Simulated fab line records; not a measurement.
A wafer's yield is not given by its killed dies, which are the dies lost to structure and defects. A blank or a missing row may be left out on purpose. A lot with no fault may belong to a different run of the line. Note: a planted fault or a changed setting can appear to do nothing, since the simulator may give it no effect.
Split-lot experiment -- flow berkeley_cmos170 -- route with 331 steps; 5 lots, 23 wafers read

## THE SPLIT
At UCB170_V1_PEB_10, the setting peb_temp_c was moved away from the recipe's 130 C on 9 of the 23 wafers read, by -2.0% to +2.6%. This setting was run at the recipe's value on the other wafers.

## FROM THE SPLIT TO THE READING: what the file shows between them, 4 steps
- UCB170_V1_DEVELOP_11: develop time 45 s
- UCB170_V1_CD_MEAS_12: target cd 700 nm
- UCB170_V1_ETCH_14: etches SiO2 in CHF3/CF4/Ar, stops on Al, target depth 1250 nm, time 291 s
- UCB170_V1_STRIP_15: strips in O2

## THE READING
cd_nm, in nm, at UCB170_V1_CD_MEAS_90 (target cd 700 nm). A value of 699.5 nm with a standard deviation of 1.5 nm is what fault-free wafers of this fab line usually give.

wafer,"tool, chamber at the split","peb_temp_c as run, C",against the recipe,"cd_nm, nm",against lot-mates on the recipe
L075.2,"litho_track-01, 0",130,recipe,698.7,-
L075.4,"litho_track-01, 0",130,recipe,700.1,-
L075.5,"litho_track-01, 0",130,recipe,701.8,-
L074.1,"litho_track-01, 0",128.4,-1.2%,690.0,-10.6
L074.2,"litho_track-01, 0",128.4,-1.2%,688.0,-12.6
L074.3,"litho_track-01, 0",130,recipe,700.3,-
L074.4,"litho_track-01, 0",128.4,-1.2%,688.8,-11.9
L074.5,"litho_track-01, 0",130,recipe,701.0,-
L077.1,"litho_track-03, 0",127.4,-2.0%,682.3,-20.0
L077.3,"litho_track-03, 0",130,recipe,702.9,-
L077.4,"litho_track-03, 0",127.4,-2.0%,680.3,-22.0
L077.5,"litho_track-03, 0",130,recipe,701.6,-
L077.6,"litho_track-03, 0",127.4,-2.0%,681.7,-20.5
L081.1,"litho_track-02, 0",130,recipe,699.0,-
L081.2,"litho_track-02, 0",130,recipe,699.3,-
L081.3,"litho_track-02, 0",130,recipe,698.6,-
L081.4,"litho_track-02, 0",130,recipe,697.5,-
L081.5,"litho_track-02, 0",130,recipe,699.4,-
L084.2,"litho_track-02, 0",133.4,+2.6%,719.0,+20.3
L084.3,"litho_track-02, 0",130,recipe,697.8,-
L084.4,"litho_track-02, 0",130,recipe,699.6,-
L084.5,"litho_track-02, 0",133.4,+2.6%,716.9,+18.2
L084.6,"litho_track-02, 0",133.4,+2.6%,718.4,+19.7

FIT RESULTS
A straight line over all 23 wafers: cd_nm changes by +7.89 nm for each +1% of peb_temp_c; r = +0.99; the points scatter about the line by 1.8 nm.
The same after taking each lot's own level away (the mean of its wafers on the recipe; 23 wafers): +8.59 nm for each +1%; r = +0.99; scatter 1.7 nm.
That fit puts the effect of the largest move of peb_temp_c on the reading at 22 nm.
Measured against the standard deviation above, the lots' own levels, which go from 698.70 to 702.25 nm, span 2.4 times it.
The two slopes are in agreement: the lot-to-lot level therefore moves the slope only a little.
Check: +21.8 nm against its lot-mates is what the line predicts for one of the wafers moved furthest among these (+2.6%) when that wafer is left out of the fit. It came out at +20.3 nm against them.

## THE OTHER SPLITS THESE WAFERS WENT THROUGH
Other splits were also applied to these wafers ahead of the reading. Each is held against what the fit with the lots' levels taken away leaves over:
other split on the same wafers,wafers away from the commonest value,r with cd_nm (lot level and that fit taken away)
UCB170_NSD_SOFTBAKE_02 time_s,11,+0.05
UCB170_SILICIDE_SPUTTER_01 power_w,10,-0.18
UCB170_CONTACT_COAT_10 resist_thk_nm,6,+0.59
UCB170_CONTACT_ETCH_18 over_etch_frac,7,+0.01

## THE WHOLE CHAIN: every reading that the file lists as answering this split, in the file's order
step,what it does,reading,change (the file's fit),r (the file's)
UCB170_V1_CD_MEAS_12,target cd 700 nm,cd_nm,+8.34 nm for each +1% of the setting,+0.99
UCB170_V1_ETCH_14,"etches SiO2 in CHF3/CF4/Ar, stops on Al, target depth 1250 nm, time 291 s","V1.cd_nm (the simulator's own value, which no gauge read)",+8.69 nm for each +1% of the setting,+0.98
UCB170_V1_CD_MEAS_90,target cd 700 nm,cd_nm,+8.64 nm for each +1% of the setting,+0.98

## FILE'S OWN FIT
cd_nm changes by +8.64 nm for each +1% of peb_temp_c, r = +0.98.
